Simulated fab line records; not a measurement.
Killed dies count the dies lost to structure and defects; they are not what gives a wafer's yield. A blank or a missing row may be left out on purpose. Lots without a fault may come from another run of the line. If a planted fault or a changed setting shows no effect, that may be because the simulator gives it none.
fab line records + flow rit_cmos
record
- lots=14
- wafers=42
- last_day=6
route steps=202 shown NLDD@112 M1@202
lots that met no fault: from a run of the same line without faults
start_h: hours from the record's first day to the start of the lot's first wafer shown + wait_h: hours from the lot's prior step to this one + " the same as in the row above + L1.1+2: a single row standing in for several wafers + - no value, or no start given + * or withheld: withheld + < > ~ a bound
route shown NAME@n: names a module that has steps shown in the file, with the first one's number in the route + usual: mean/standard deviation taken from wafers without a fault + same: alike in all rows + chamber/n: place in a boat + sites: the reading at each site + _std_site: their standard deviation + _edge_site: the outer-site mean with the inner-site mean subtracted + radius_mm: how far each site lies from the wafer's centre + mask NAME#n: copy n + behind: tool/chamber where the wafer was last shaped + hold: why the lot was held/for how many hours/how that ended + device: which transistor (n, p or np) failed to switch + end of line: the same wafers' tests at the end of the route + a step with no rows: only its recipe + killed: at the first sort, the dies lost to defects and structure; wafer yield is something else + map: a wafer's dies, marking killed ones x, the rest . and places with no die _
set.NAME: the setting that was run; set.NAME@STEP: the one run at that earlier step + model.NAME: the simulator's own value behind a step, which no gauge read
the route's steps for a sample of lots (tables are steps, rows are wafers)
services: a tool's chamber out of use, with start hour (start_h, from the record's first day; less than 0 if before it), hours out, and reason
## steps
# step RIT_NLDD_STRIP_09
# recipe
- chemistry=O2
- time_s=180
- resist=NOVOLAK
- platen_temp_c=withheld
- power_w=500
- pressure_mtorr=4000
- o2_flow_sccm=4000
# usual
- drypump_motor_current_A=5.5/0.49
| lot.wafer | tool            | chamber | start_h | wait_h | drypump_motor_current_A | rf_hours_counter_h |
|-----------|-----------------|---------|---------|--------|-------------------------|--------------------|
| L958.3    | plasma_asher-01 | 1       | 52.19   | 0.1    | 4.8                     | -                  |
| L958.4    | "               | 0       | "       | "      | 6.2                     | -                  |
| L958.6    | "               | 1       | "       | "      | 4.7                     | -                  |
| L959.1    | plasma_asher-04 | 1       | 57.17   | 0.1    | 5.6                     | 27                 |
| L959.3    | "               | 1       | "       | "      | 5.6                     | -                  |
| L959.4    | "               | 0       | "       | "      | 5.2                     | -                  |
| L960.2    | plasma_asher-02 | 0       | 62.40   | 0.1    | 5.7                     | 41                 |
| L960.5    | "               | 1       | "       | "      | 5.4                     | -                  |
| L960.6    | "               | 0       | "       | "      | 5.8                     | -                  |
| L961.1    | plasma_asher-01 | 1       | 67.97   | 0.1    | 4.8                     | 43                 |
| L961.2    | "               | 0       | "       | "      | 6.2                     | 43                 |
| L961.5    | "               | 1       | "       | "      | 4.8                     | -                  |
| L962.3    | plasma_asher-01 | 0       | 73.37   | 0.1    | 6.1                     | -                  |
| L962.5    | "               | 1       | "       | "      | 4.8                     | -                  |
| L962.6    | "               | 0       | "       | "      | 6.2                     | -                  |
| L963.2    | plasma_asher-02 | 0       | 82.67   | 0.1    | 5.7                     | 42                 |
| L963.3    | "               | 0       | "       | "      | 5.7                     | -                  |
| L963.6    | "               | 1       | "       | "      | 5.4                     | -                  |
| L965.1    | plasma_asher-02 | 0       | 91.20   | 0.1    | 5.7                     | 43                 |
| L965.2    | "               | 1       | "       | "      | 5.4                     | 43                 |
| L965.4    | "               | 1       | "       | "      | 5.4                     | -                  |
| L966.1    | plasma_asher-02 | 0       | 94.72   | 0.1    | 5.7                     | 44                 |
| L966.2    | "               | 1       | "       | "      | 5.4                     | 44                 |
| L966.3    | "               | 1       | "       | "      | 5.4                     | -                  |
| L967.2    | plasma_asher-01 | 1       | 99.83   | 0.1    | 4.8                     | 46                 |
| L967.3    | "               | 0       | "       | "      | 6.2                     | -                  |
| L967.4    | "               | 1       | "       | "      | 4.8                     | -                  |
| L968.2    | plasma_asher-01 | 0       | 102.80  | 0.1    | 6.2                     | 47                 |
| L968.4    | "               | 1       | "       | "      | 4.8                     | -                  |
| L968.5    | "               | 0       | "       | "      | 6.2                     | -                  |
| L969.2    | plasma_asher-02 | 0       | 107.34  | 0.1    | 5.7                     | 45                 |
| L969.3    | "               | 1       | "       | "      | 5.4                     | -                  |
| L969.6    | "               | 1       | "       | "      | 5.4                     | -                  |
| L970.3    | plasma_asher-01 | 0       | 111.42  | 0.1    | 6.2                     | -                  |
| L970.5    | "               | 1       | "       | "      | 4.8                     | -                  |
| L970.6    | "               | 0       | "       | "      | 6.2                     | -                  |
| L972.2    | plasma_asher-02 | 1       | 120.96  | 0.1    | 5.4                     | 0                  |
| L972.3    | "               | 0       | "       | "      | 5.7                     | -                  |
| L972.6    | "               | 0       | "       | "      | 5.7                     | -                  |
| L974.1    | plasma_asher-01 | 0       | 131.26  | 0.1    | 6.1                     | 50                 |
| L974.3    | "               | 1       | "       | "      | 4.7                     | -                  |
| L974.6    | "               | 1       | "       | "      | 4.8                     | -                  |
# step RIT_M1_PROBE_99
# usual
- killed_at_M0_to_M3=0.0/0.14
- killed_at_contacts=0.0/0.22
- killed_at_front_end=6.9/3
- killed_dies=6.9/3
- killed_open=3.5/2
- killed_short=3.4/2.1
# same
- gross_dies=264
- killed_at_M4_up=0
- killed_at_back_side=0
- killed_at_other=0
| lot.wafer | tool      | chamber | start_h | wait_h | killed_at_M0_to_M3 | killed_at_contacts | killed_at_front_end | killed_dies | killed_open | killed_short |
|-----------|-----------|---------|---------|--------|--------------------|--------------------|---------------------|-------------|-------------|--------------|
| L970.3    | prober-01 | -       | 126.43  | 0.2    | 0                  | 0                  | 6                   | 6           | 4           | 2            |
| L970.5    | prober-01 | -       | 126.53  | 0.2    | 0                  | 0                  | 28                  | 28          | 3           | 2            |
| L970.6    | prober-01 | -       | 126.58  | 0.2    | 0                  | 0                  | 9                   | 9           | 4           | 5            |
| L974.1    | prober-01 | -       | 146.64  | 0.1    | 0                  | 0                  | 7                   | 7           | 2           | 4            |
| L974.3    | prober-01 | -       | 146.74  | 0.2    | 0                  | 0                  | 35                  | 35          | 2           | 1            |
| L974.6    | prober-01 | -       | 146.89  | 0.2    | 0                  | 0                  | 37                  | 37          | 4           | 4            |
# killed by level:class
L970.3 SPACER:geometric_particle:short=2 FOX1:geometric_particle:open=1 FOX2:geometric_particle:open=1 REOX:geometric_particle:open=1 SILICIDE:geometric_particle:open=1
L970.5 NLDD:unspecified=23 GATE:geometric_particle:open=3 GATE:geometric_particle:short=2
L970.6 GATE:geometric_particle:open=2 GATE:geometric_particle:short=2 FOX1:geometric_particle:open=1 FOX1:geometric_particle:short=1 FOX2:geometric_particle:short=1 REOX:geometric_particle:short=1 SPACER:geometric_particle:open=1
L974.1 FOX1:geometric_particle:open=1 FOX1:geometric_particle:short=1 GATE:geometric_particle:open=1 GATE:geometric_particle:short=1 REOX:geometric_particle:short=1 SPACER:geometric_particle:short=1 NWELL:coat_microbubble_printed=1
L974.3 NLDD:unspecified=32 FOX1:geometric_particle:open=1 SPACER:geometric_particle:short=1 SPACER:geometric_particle:open=1
L974.6 NLDD:unspecified=29 GATE:geometric_particle:open=2 FOX1:geometric_particle:short=1 FOX2:geometric_particle:open=1 GATE:geometric_particle:short=1 REOX:geometric_particle:short=1 REOX:geometric_particle:open=1 SILICIDE:geometric_particle:short=1
## services
| tool            | chamber | start_h | hours | kind       |
|-----------------|---------|---------|-------|------------|
| plasma_asher-02 | -       | 70.02   | 8.1   | repair     |
| plasma_asher-01 | -       | 74.99   | 3.2   | repair     |
| plasma_asher-01 | -       | 90.39   | 5.1   | repair     |
| plasma_asher-02 | -       | 108.75  | 9.0   | pm         |
| plasma_asher-02 | 0       | 108.75  | 9.0   | vent_cycle |
| plasma_asher-02 | 1       | 108.75  | 9.0   | vent_cycle |
| plasma_asher-01 | -       | 115.79  | 4.3   | repair     |
| plasma_asher-02 | 0       | 117.75  | -     | clean      |
| plasma_asher-02 | 1       | 117.75  | -     | clean      |
## key
first_sign
- step=RIT_M1_PROBE_99
- reading=killed_at_front_end
- direction=up
- sigmas=8.9
- usual=6.9
- struck=33.3
effect
- step=RIT_M1_PROBE_99
- reading=killed_dies
- direction=up
- sigmas=8.8
- usual=6.9
- struck=33.3
met_at RIT_NLDD_STRIP_09
struck_lots L970,L974
struck_wafers L970.5,L974.3,L974.6
tester_left_out L970,L974
onset_between 102.80 111.42
fault
- kind=chamber_particle_source
- tool=plasma_asher-01
- chamber=1
- onset_h=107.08
- steps=RIT_NLDD_STRIP_09
- rate_per_visit_cm2=0.65099
- end_h=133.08
# tester_left_out: of these lots the tester's yield and bins aren't shown, on N5 and GAA mostly nor the transistor test; their killed dies are dies lost to structure and defects alone, not to doping, threshold or leakage, so they don't give the yield
